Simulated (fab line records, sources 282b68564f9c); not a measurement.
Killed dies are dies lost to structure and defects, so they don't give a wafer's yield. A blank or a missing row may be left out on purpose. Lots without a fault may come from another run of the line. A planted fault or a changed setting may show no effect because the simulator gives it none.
A struck lot beside a sound one | flow rit_cmos | 36 steps out of a route of 202
Sound: wafers L278.4, L278.5, L278.6. Struck: wafers L288.1, L288.4, L288.5. The cause comes at the end.
At each step with rows: each side's tool, then ch and its chambers, then its first start. Under that, the readings that differ: sound wafers | struck wafers | difference of the means | sigmas: that difference in standard deviations of wafers without a fault.
alike: readings whose means differ by less than 2 such deviations, and words and numbers that are the same on both sides. not compared: withheld readings, readings that some wafer has no value for, bounds like >300 that may hide the same value, and numbers for which the record gives no deviation and whose values overlap.
The two part at a step that has a row with sigmas, a row that says differs or no value, or rows on one side only. Numbers that don't overlap but have no deviation are shown without sigmas and don't part them. A reading that every wafer of one side lacks parts them only if that side has two wafers or more.

RIT_SILICIDE_RTA_06: time 10 s, ramp up 5 s, ramp down 10 s.
  sound on rtp_anneal-02 ch 0, day 4 02:25; struck on rtp_anneal-02 ch 0, day 6 00:52
  alike: wafer_temp_C_max
RIT_CONTACT_CVD_00: deposits SiO2 from TEOS, target thk 400 nm, time 61 s.
  sound on pecvd-04 ch 0,1,2, day 4 02:29; struck on pecvd-03 ch 0,1, day 6 00:56
  alike: heater_power_w
RIT_CONTACT_THK_MEAS_01:
  sound on film_metro-03, day 4 02:32; struck on film_metro-03, day 6 00:59
  alike: CONTACT_TEOS_THK
then, 6 steps without rows for these wafers: RIT_CONTACT_HMDS_02 (prime time 60 s); RIT_CONTACT_COAT_03 (resist thk 1000 nm); RIT_CONTACT_SOFTBAKE_04 (time 60 s); RIT_CONTACT_EXPOSE_05 (exposes mask M11, target cd 1000 nm); RIT_CONTACT_PEB_06; RIT_CONTACT_DEVELOP_07 (develop time 120 s).
RIT_CONTACT_CD_MEAS_08: target cd 1000 nm.
  sound on cd_sem-01, day 4 03:43; struck on cd_sem-01, day 6 02:08
  alike: cd_nm
RIT_CONTACT_OVL_MEAS_09:
  sound on overlay-01, day 4 03:47; struck on overlay-02, day 6 02:15
  alike: CONTACT_OVL
then, 1 step without rows for these wafers: RIT_CONTACT_HARDBAKE_10 (time 60 s).
RIT_CONTACT_ETCH_11: etches SiO2 in CHF3/CF4/Ar, stops on TiSi2, target depth 480 nm, time 320 s.
  sound on rie_diel-02 ch 0,1, day 4 03:58; struck on rie_diel-02 ch 2,3, day 6 02:28
  reading               | sound             | struck            | difference | sigmas
  oes_product_au (a.u.) | 1.010 1.004 0.984 | 0.965 0.986 0.960 | -0.029     | -2
  alike: drypump_motor_current_A, throttle_valve_pct
  not compared: rf_hours_counter_h
RIT_CONTACT_STRIP_12: strips in O2, time 180 s.
  sound on plasma_asher-04 ch 0,1, day 4 04:13; struck on plasma_asher-04 ch 0,1, day 6 02:40
  alike: drypump_motor_current_A
  not compared: rf_hours_counter_h
RIT_CONTACT_CD_MEAS_90: target cd 1000 nm.
  sound on cd_sem-01, day 4 04:23; struck on cd_sem-02, day 6 02:50
  alike: cd_nm
then, 2 steps without rows for these wafers: RIT_CONTACT_CLEAN_13 (cleans in SC1, time 600 s); RIT_CONTACT_CLEAN_14 (cleans in SC2, time 600 s).
RIT_M1_SPUTTER_00: material Al, target thk 400 nm, time 500 s.
  sound on pvd_sputter-04, day 4 04:50; struck on pvd_sputter-01, day 6 03:22
  alike: throttle_valve_pct
RIT_M1_RS_MEAS_01: measures by four-point-probe.
  sound on film_metro-04, day 4 05:11; struck on film_metro-01, day 6 03:39
  alike: M1_AL_RS
RIT_M1_THK_MEAS_02: measures by xrf.
  sound on film_metro-04, day 4 05:17; struck on film_metro-01, day 6 03:46
  reading        | sound       | struck      | difference | sigmas
  M1_AL_THK (nm) | 386 390 394 | 400 405 399 | +11        | +3
then, 6 steps without rows for these wafers: RIT_M1_HMDS_03 (prime time 60 s); RIT_M1_COAT_04 (resist thk 1300 nm); RIT_M1_SOFTBAKE_05 (time 60 s); RIT_M1_EXPOSE_06 (exposes mask M12, target cd 2600 nm); RIT_M1_PEB_07; RIT_M1_DEVELOP_08 (develop time 68 s).
RIT_M1_CD_MEAS_09: target cd 2600 nm.
  sound on cd_sem-02, day 4 06:15; struck on cd_sem-02, day 6 04:54
  alike: cd_nm
RIT_M1_OVL_MEAS_10:
  sound on overlay-01, day 4 06:20; struck on overlay-02, day 6 05:01
  alike: M1_OVL
then, 1 step without rows for these wafers: RIT_M1_HARDBAKE_11 (time 120 s).
RIT_M1_METAL_ETCH_12: etches Al in Cl2/BCl3, stops on SiO2, time 165 s, target depth 600 nm.
  sound on rie_metal-01 ch 0,1, day 4 06:39; struck on rie_metal-03 ch 0,1, day 6 05:19
  alike: bcl3_flow_sccm, drypump_motor_current_A, oes_product_au, throttle_valve_pct
  not compared: rf_hours_counter_h
then, 2 steps without rows for these wafers: RIT_M1_STRIP_13 (strips in nmp, time 600 s); RIT_M1_STRIP_14 (strips in O2, time 180 s).
RIT_M1_CD_MEAS_90: target cd 2600 nm.
  sound on cd_sem-02, day 4 07:10; struck on cd_sem-02, day 6 05:50
  alike: cd_nm
then, 1 step without rows for these wafers: RIT_M1_ANNEAL_15 (time 1800 s).
RIT_M1_BOW_MEAS_16:
  sound on film_metro-04, day 4 08:47; struck on film_metro-03, day 6 07:28
  alike: M1_BOW
RIT_M1_PROBE_99:
  the record has rows for the struck wafers here (prober-01, day 6 07:35) and none for the sound ones

WHERE THEY PART
First at RIT_CONTACT_ETCH_11; last, within this record, at RIT_M1_PROBE_99.

WHY: what the simulator had put in
Chamber particle source: rie_diel-02, from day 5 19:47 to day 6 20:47, at RIT_CONTACT_ETCH_11. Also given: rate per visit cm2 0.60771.
